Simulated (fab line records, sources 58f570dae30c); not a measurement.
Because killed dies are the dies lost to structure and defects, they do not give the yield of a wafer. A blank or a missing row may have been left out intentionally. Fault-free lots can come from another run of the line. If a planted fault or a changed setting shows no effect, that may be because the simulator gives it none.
Which tool was responsible? || flow berkeleyCmos170 || 39 wafers from 13 lots sampled at 5 of the route's 331 steps

## WHAT THE GAUGES SHOWED, per wafer
UCB170_M2_RS_MEAS_02: measures by four-point-probe. Usual: M2_AL_RS gives 0.0323 ohm/sq (standard deviation 0.00039).
{"lot": "L317", "measured": "day 7 11:23", "on": "filmMetro-04", "M2_AL_RS (ohm/sq)": "0.0328 0.0326 0.0327", "flag": ""}
{"lot": "L316", "measured": "day 7 11:38", "on": "filmMetro-03", "M2_AL_RS (ohm/sq)": "0.0313 0.0320 0.0321", "flag": ""}
{"lot": "L315", "measured": "day 7 11:51", "on": "filmMetro-01", "M2_AL_RS (ohm/sq)": "0.0316 0.0320 0.0320", "flag": ""}
{"lot": "L318", "measured": "day 8 11:28", "on": "filmMetro-01", "M2_AL_RS (ohm/sq)": "0.0322 0.0319 0.0323", "flag": ""}
{"lot": "L322", "measured": "day 9 07:25", "on": "filmMetro-01", "M2_AL_RS (ohm/sq)": "0.0316 0.0317 0.0309", "flag": ""}
{"lot": "L324", "measured": "day 10 02:50", "on": "filmMetro-04", "M2_AL_RS (ohm/sq)": "0.0329 0.0324 0.0328", "flag": ""}
{"lot": "L327", "measured": "day 10 03:13", "on": "filmMetro-03", "M2_AL_RS (ohm/sq)": "0.0325 0.0324 0.0324", "flag": ""}
{"lot": "L329", "measured": "day 10 06:35", "on": "filmMetro-04", "M2_AL_RS (ohm/sq)": "0.0327 0.0325 0.0326", "flag": ""}
{"lot": "L333", "measured": "day 11 07:29", "on": "filmMetro-03", "M2_AL_RS (ohm/sq)": "0.0317 0.0324 0.0326", "flag": ""}
{"lot": "L332", "measured": "day 11 07:44", "on": "filmMetro-04", "M2_AL_RS (ohm/sq)": "0.0323 0.0320 0.0324", "flag": ""}
{"lot": "L330", "measured": "day 11 07:57", "on": "filmMetro-04", "M2_AL_RS (ohm/sq)": "0.0324 0.0330 0.0325", "flag": ""}
{"lot": "L337", "measured": "day 11 18:26", "on": "filmMetro-01", "M2_AL_RS (ohm/sq)": "0.0323 0.0319 0.0323", "flag": ""}
{"lot": "L334", "measured": "day 12 00:11", "on": "filmMetro-01", "M2_AL_RS (ohm/sq)": "0.0326 0.0326 0.0319", "flag": ""}

UCB170_V2_CD_MEAS_12: target cd 700 nm. Usual: cdNm 700.1 nm, standard deviation 1.2.
{"lot": "L317", "measured": "day 7 16:02", "on": "cdSem-01", "cdNm (nm)": "700.9 700.1 700.0", "flag": ""}
{"lot": "L316", "measured": "day 7 16:27", "on": "cdSem-01", "cdNm (nm)": "699.7 700.4 699.5", "flag": ""}
{"lot": "L315", "measured": "day 7 16:39", "on": "cdSem-01", "cdNm (nm)": "698.8 698.8 697.5", "flag": ""}
{"lot": "L318", "measured": "day 8 16:33", "on": "cdSem-02", "cdNm (nm)": "702.0 702.6 701.3", "flag": ""}
{"lot": "L322", "measured": "day 9 12:09", "on": "cdSem-02", "cdNm (nm)": "692.1 691.4 690.5", "flag": "OFF"}
{"lot": "L324", "measured": "day 10 09:20", "on": "cdSem-02", "cdNm (nm)": "689.1 688.3 688.4", "flag": "OFF"}
{"lot": "L327", "measured": "day 10 10:05", "on": "cdSem-01", "cdNm (nm)": "701.1 699.6 699.6", "flag": ""}
{"lot": "L329", "measured": "day 10 15:10", "on": "cdSem-02", "cdNm (nm)": "700.8 700.6 700.8", "flag": ""}
{"lot": "L333", "measured": "day 11 12:04", "on": "cdSem-02", "cdNm (nm)": "699.9 698.7 699.9", "flag": ""}
{"lot": "L332", "measured": "day 11 12:11", "on": "cdSem-01", "cdNm (nm)": "700.1 700.4 700.6", "flag": ""}
{"lot": "L330", "measured": "day 11 12:27", "on": "cdSem-01", "cdNm (nm)": "702.5 701.5 702.4", "flag": ""}
{"lot": "L337", "measured": "day 12 01:38", "on": "cdSem-01", "cdNm (nm)": "701.1 702.4 701.0", "flag": ""}
{"lot": "L334", "measured": "day 12 05:31", "on": "cdSem-01", "cdNm (nm)": "698.2 699.4 699.0", "flag": ""}

## WHICH TOOL RAN EACH LOT (tool, then ch and the chambers of the sampled wafers, then the start)
{"lot": "L317", "UCB170_M2_SPUTTER_01": "pvdSputter-04, day 7 11:17", "UCB170_M2_STRIP_19": "plasmaAsher-01 ch 0,1, day 7 13:59", "UCB170_V2_SOFTBAKE_08": "lithoTrack-03 ch 0, day 7 15:30"}
{"lot": "L316", "UCB170_M2_SPUTTER_01": "pvdSputter-03, day 7 11:31", "UCB170_M2_STRIP_19": "plasmaAsher-02 ch 0,1, day 7 14:08", "UCB170_V2_SOFTBAKE_08": "lithoTrack-01 ch 0, day 7 15:47"}
{"lot": "L315", "UCB170_M2_SPUTTER_01": "pvdSputter-02, day 7 11:46", "UCB170_M2_STRIP_19": "plasmaAsher-03 ch 0, day 7 14:13", "UCB170_V2_SOFTBAKE_08": "lithoTrack-02 ch 0, day 7 15:49"}
{"lot": "L318", "UCB170_M2_SPUTTER_01": "pvdSputter-02, day 8 11:22", "UCB170_M2_STRIP_19": "plasmaAsher-03 ch 0,1, day 8 14:23", "UCB170_V2_SOFTBAKE_08": "lithoTrack-01 ch 0, day 8 16:01"}
{"lot": "L322", "UCB170_M2_SPUTTER_01": "pvdSputter-03, day 9 07:16", "UCB170_M2_STRIP_19": "plasmaAsher-01 ch 0,1, day 9 09:45", "UCB170_V2_SOFTBAKE_08": "lithoTrack-01 ch 0, day 9 11:29"}
{"lot": "L324", "UCB170_M2_SPUTTER_01": "pvdSputter-02, day 10 02:44", "UCB170_M2_STRIP_19": "plasmaAsher-02 ch 0,1, day 10 06:17", "UCB170_V2_SOFTBAKE_08": "lithoTrack-01 ch 0, day 10 08:13"}
{"lot": "L327", "UCB170_M2_SPUTTER_01": "pvdSputter-04, day 10 03:06", "UCB170_M2_STRIP_19": "plasmaAsher-02 ch 0,1, day 10 07:10", "UCB170_V2_SOFTBAKE_08": "lithoTrack-02 ch 0, day 10 08:56"}
{"lot": "L329", "UCB170_M2_SPUTTER_01": "pvdSputter-04, day 10 06:28", "UCB170_M2_STRIP_19": "plasmaAsher-02 ch 0, day 10 10:20", "UCB170_V2_SOFTBAKE_08": "lithoTrack-03 ch 0, day 10 13:49"}
{"lot": "L333", "UCB170_M2_SPUTTER_01": "pvdSputter-03, day 11 07:23", "UCB170_M2_STRIP_19": "plasmaAsher-02 ch 0,1, day 11 09:58", "UCB170_V2_SOFTBAKE_08": "lithoTrack-03 ch 0, day 11 11:22"}
{"lot": "L332", "UCB170_M2_SPUTTER_01": "pvdSputter-04, day 11 07:38", "UCB170_M2_STRIP_19": "plasmaAsher-03 ch 0, day 11 10:14", "UCB170_V2_SOFTBAKE_08": "lithoTrack-02 ch 0, day 11 11:39"}
{"lot": "L330", "UCB170_M2_SPUTTER_01": "pvdSputter-02, day 11 07:52", "UCB170_M2_STRIP_19": "plasmaAsher-01 ch 0,1, day 11 10:25", "UCB170_V2_SOFTBAKE_08": "lithoTrack-03 ch 0, day 11 11:49"}
{"lot": "L337", "UCB170_M2_SPUTTER_01": "pvdSputter-03, day 11 18:21", "UCB170_M2_STRIP_19": "plasmaAsher-02 ch 0, day 11 23:08", "UCB170_V2_SOFTBAKE_08": "lithoTrack-03 ch 0, day 12 00:58"}
{"lot": "L334", "UCB170_M2_SPUTTER_01": "pvdSputter-03, day 12 00:02", "UCB170_M2_STRIP_19": "plasmaAsher-03 ch 0,1, day 12 02:42", "UCB170_V2_SOFTBAKE_08": "lithoTrack-03 ch 0, day 12 04:41"}
- UCB170_M2_SPUTTER_01: material Al, target thk 900 nm, time 120 s.
- UCB170_M2_STRIP_19: strips in O2.
- UCB170_V2_SOFTBAKE_08: time 60 s.

## WHAT THE TOOLS THEMSELVES READ (means of the sampled wafers that have a number; where no wafer has one, the mark that the record gives instead)
UCB170_M2_SPUTTER_01. Usual: cathodeDcPowerW 6000.0 W, standard deviation 0.99; throttleValvePct 30.2 %, standard deviation 1.6.
{"lot": "L317", "tool": "pvdSputter-04", "cathodeDcPowerW (W)": 6000.0, "throttleValvePct (%)": 30.3, "flag": ""}
{"lot": "L316", "tool": "pvdSputter-03", "cathodeDcPowerW (W)": 6000.7, "throttleValvePct (%)": 29.9, "flag": ""}
{"lot": "L315", "tool": "pvdSputter-02", "cathodeDcPowerW (W)": 5999.8, "throttleValvePct (%)": 29.3, "flag": ""}
{"lot": "L318", "tool": "pvdSputter-02", "cathodeDcPowerW (W)": 5999.3, "throttleValvePct (%)": 29.7, "flag": ""}
{"lot": "L322", "tool": "pvdSputter-03", "cathodeDcPowerW (W)": 5999.0, "throttleValvePct (%)": 29.1, "flag": ""}
{"lot": "L324", "tool": "pvdSputter-02", "cathodeDcPowerW (W)": 6000.4, "throttleValvePct (%)": 30.5, "flag": ""}
{"lot": "L327", "tool": "pvdSputter-04", "cathodeDcPowerW (W)": 5998.4, "throttleValvePct (%)": 28.3, "flag": ""}
{"lot": "L329", "tool": "pvdSputter-04", "cathodeDcPowerW (W)": 6000.8, "throttleValvePct (%)": 29.3, "flag": ""}
{"lot": "L333", "tool": "pvdSputter-03", "cathodeDcPowerW (W)": 6000.6, "throttleValvePct (%)": 30.8, "flag": ""}
{"lot": "L332", "tool": "pvdSputter-04", "cathodeDcPowerW (W)": 6000.4, "throttleValvePct (%)": 30.3, "flag": ""}
{"lot": "L330", "tool": "pvdSputter-02", "cathodeDcPowerW (W)": 6000.1, "throttleValvePct (%)": 30.5, "flag": ""}
{"lot": "L337", "tool": "pvdSputter-03", "cathodeDcPowerW (W)": 5999.3, "throttleValvePct (%)": 28.8, "flag": ""}
{"lot": "L334", "tool": "pvdSputter-03", "cathodeDcPowerW (W)": 5999.6, "throttleValvePct (%)": 30.8, "flag": ""}

UCB170_M2_STRIP_19. Usual: drypumpMotorCurrentA 5.8 A, standard deviation 0.48; oesProductAu 0.549 a.u., standard deviation 0.011.
{"lot": "L317", "tool": "plasmaAsher-01", "drypumpMotorCurrentA (A)": 5.9, "oesProductAu (a.u.)": 0.557, "flag": ""}
{"lot": "L316", "tool": "plasmaAsher-02", "drypumpMotorCurrentA (A)": 6.1, "oesProductAu (a.u.)": 0.561, "flag": ""}
{"lot": "L315", "tool": "plasmaAsher-03", "drypumpMotorCurrentA (A)": 5.2, "oesProductAu (a.u.)": 0.564, "flag": ""}
{"lot": "L318", "tool": "plasmaAsher-03", "drypumpMotorCurrentA (A)": 5.5, "oesProductAu (a.u.)": 0.543, "flag": ""}
{"lot": "L322", "tool": "plasmaAsher-01", "drypumpMotorCurrentA (A)": 6.3, "oesProductAu (a.u.)": 0.547, "flag": ""}
{"lot": "L324", "tool": "plasmaAsher-02", "drypumpMotorCurrentA (A)": 6.2, "oesProductAu (a.u.)": 0.536, "flag": ""}
{"lot": "L327", "tool": "plasmaAsher-02", "drypumpMotorCurrentA (A)": 6.1, "oesProductAu (a.u.)": 0.545, "flag": ""}
{"lot": "L329", "tool": "plasmaAsher-02", "drypumpMotorCurrentA (A)": 6.2, "oesProductAu (a.u.)": 0.568, "flag": ""}
{"lot": "L333", "tool": "plasmaAsher-02", "drypumpMotorCurrentA (A)": 6.0, "oesProductAu (a.u.)": 0.554, "flag": ""}
{"lot": "L332", "tool": "plasmaAsher-03", "drypumpMotorCurrentA (A)": 5.2, "oesProductAu (a.u.)": 0.550, "flag": ""}
{"lot": "L330", "tool": "plasmaAsher-01", "drypumpMotorCurrentA (A)": 5.9, "oesProductAu (a.u.)": 0.547, "flag": ""}
{"lot": "L337", "tool": "plasmaAsher-02", "drypumpMotorCurrentA (A)": 6.2, "oesProductAu (a.u.)": 0.536, "flag": ""}
{"lot": "L334", "tool": "plasmaAsher-03", "drypumpMotorCurrentA (A)": 5.3, "oesProductAu (a.u.)": 0.551, "flag": ""}

UCB170_V2_SOFTBAKE_08. Usual: heaterPowerTotalW 56.80 W, standard deviation 0.05; runLengthS 89.04 s, standard deviation 0.21.
{"lot": "L317", "tool": "lithoTrack-03", "heaterPowerTotalW (W)": 56.80, "runLengthS (s)": 88.89, "flag": ""}
{"lot": "L316", "tool": "lithoTrack-01", "heaterPowerTotalW (W)": 56.80, "runLengthS (s)": 89.03, "flag": ""}
{"lot": "L315", "tool": "lithoTrack-02", "heaterPowerTotalW (W)": 56.77, "runLengthS (s)": 89.36, "flag": ""}
{"lot": "L318", "tool": "lithoTrack-01", "heaterPowerTotalW (W)": 56.82, "runLengthS (s)": 88.91, "flag": ""}
{"lot": "L322", "tool": "lithoTrack-01", "heaterPowerTotalW (W)": 69.22, "runLengthS (s)": 58.38, "flag": "OFF"}
{"lot": "L324", "tool": "lithoTrack-01", "heaterPowerTotalW (W)": 69.15, "runLengthS (s)": 58.39, "flag": "OFF"}
{"lot": "L327", "tool": "lithoTrack-02", "heaterPowerTotalW (W)": 56.84, "runLengthS (s)": 89.39, "flag": ""}
{"lot": "L329", "tool": "lithoTrack-03", "heaterPowerTotalW (W)": 56.83, "runLengthS (s)": 88.92, "flag": ""}
{"lot": "L333", "tool": "lithoTrack-03", "heaterPowerTotalW (W)": 56.76, "runLengthS (s)": 88.88, "flag": ""}
{"lot": "L332", "tool": "lithoTrack-02", "heaterPowerTotalW (W)": 56.79, "runLengthS (s)": 89.43, "flag": ""}
{"lot": "L330", "tool": "lithoTrack-03", "heaterPowerTotalW (W)": 56.75, "runLengthS (s)": 88.87, "flag": ""}
{"lot": "L337", "tool": "lithoTrack-03", "heaterPowerTotalW (W)": 56.82, "runLengthS (s)": 88.94, "flag": ""}
{"lot": "L334", "tool": "lithoTrack-03", "heaterPowerTotalW (W)": 56.76, "runLengthS (s)": 88.88, "flag": ""}

## THE ANSWER, worked out from the rows above alone
Rule: a lot is off if the mean of its wafers that have a number lies more than 3 standard deviations from the usual mean. Also off: a lot with no number at a reading for which 4 or more lots have one. Where the step has rows for the other lots, those lots are counted as sound. The gauges are gone through in route order, then the tools' own readings, and for those a lot's mean is taken as printed above. At the first step where some lot is off, the reading lying furthest off is the one used; lots without a number count as furthest.
Off: L322, L324 (UCB170_V2_CD_MEAS_12, cdNm).
A tool fits if, at a process step before that reading, it ran every lot that is off, and no sound lot after the first of them. The gauges at UCB170_V2_CD_MEAS_12 aren't tried: what is off there is off at UCB170_V2_SOFTBAKE_08 too, on other tools, and a gauge's error can't cause that. One fits: lithoTrack-01 at UCB170_V2_SOFTBAKE_08. A fault onset in the window from L318 (day 8 16:01, its last sound lot) to L322 (day 9 11:29, its first lot off) fits.
The tool's own readings at UCB170_V2_SOFTBAKE_08 bear it out: on the lots that are off they differ by more than 5 times the standard deviation of the sound lots' means. heaterPowerTotalW reads 69.19 W there against 56.79 W on the sound lots; runLengthS reads 58.39 s there against 89.05 s on the sound lots.

## WHAT THE SIMULATOR PUT IN
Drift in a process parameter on lithoTrack-01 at UCB170_V2_SOFTBAKE_08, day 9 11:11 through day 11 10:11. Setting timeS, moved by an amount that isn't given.
Shown lots that were struck: L322, L324. The rule given above showed the same thing.
